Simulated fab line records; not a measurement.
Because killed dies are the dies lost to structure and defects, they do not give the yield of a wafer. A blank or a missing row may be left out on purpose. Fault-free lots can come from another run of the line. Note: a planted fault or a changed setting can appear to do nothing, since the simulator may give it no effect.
Which tool is to blame? + flow rit cmos + 6 lots with 18 wafers sampled at 2 steps, on a route of 202 steps

## WHAT EACH GAUGE READ, for each wafer
RIT_PLDD_TW_MEAS_10.
| lot  | measured    | on            | PLDD_TW        |
|------|-------------|---------------|----------------|
| L771 | day 3 00:56 | film metro-02 | 2336 2328 2321 |
| L773 | day 3 15:10 | film metro-03 | 2345 2321 2335 |
| L775 | day 4 03:31 | film metro-02 | 2337 2334 2336 |
| L783 | day 5 14:29 | film metro-04 | 2645 2645 2647 |
| L786 | day 6 10:37 | film metro-02 | 2320 2324 2316 |
| L789 | day 7 03:40 | film metro-02 | 2353 2349 2359 |

## EACH LOT AND THE TOOL THAT RAN IT (in order: tool; ch and the chambers of the sampled wafers; start)
| lot  | RIT_PLDD_IMPLANT_08            |
|------|--------------------------------|
| L771 | implanter-01 ch 0, day 3 00:38 |
| L773 | implanter-04 ch 0, day 3 14:53 |
| L775 | implanter-02 ch 0, day 4 03:13 |
| L783 | implanter-02 ch 0, day 5 14:10 |
| L786 | implanter-01 ch 0, day 6 10:17 |
| L789 | implanter-01 ch 0, day 7 03:20 |
- RIT_PLDD_IMPLANT_08

## THE ANSWER, worked out from the rows above alone
Rule: the usual values come from the lots themselves. The widest of any qualifying gaps counts: lots, ordered by their means at a reading, are off when they make up no more than a third of the lots, leave a main group of 4 or more, and stand apart from it by 3 or more times the standard deviation of that group's means. The tables above print the reading to a certain number of digits; a main group whose means all agree to those digits is not used. A lot without any number at a reading at which 4 lots or more have one is off too. All remaining lots with rows at the step are treated as sound.
Off: L783, seen at RIT_PLDD_TW_MEAS_10 (PLDD_TW). For the main group the mean is 2334 and the standard deviation 11.
If a tool, at a process step before that reading, ran all the lots that are off and no sound lot after the first of them, it fits. Those tools and the gauges at RIT_PLDD_TW_MEAS_10 are tried in the same way. Undecided on this evidence; 2 tools fit (implanter-02 at RIT_PLDD_IMPLANT_08, film metro-04 at RIT_PLDD_TW_MEAS_10).

## WHAT THE SIMULATOR HAD PUT IN
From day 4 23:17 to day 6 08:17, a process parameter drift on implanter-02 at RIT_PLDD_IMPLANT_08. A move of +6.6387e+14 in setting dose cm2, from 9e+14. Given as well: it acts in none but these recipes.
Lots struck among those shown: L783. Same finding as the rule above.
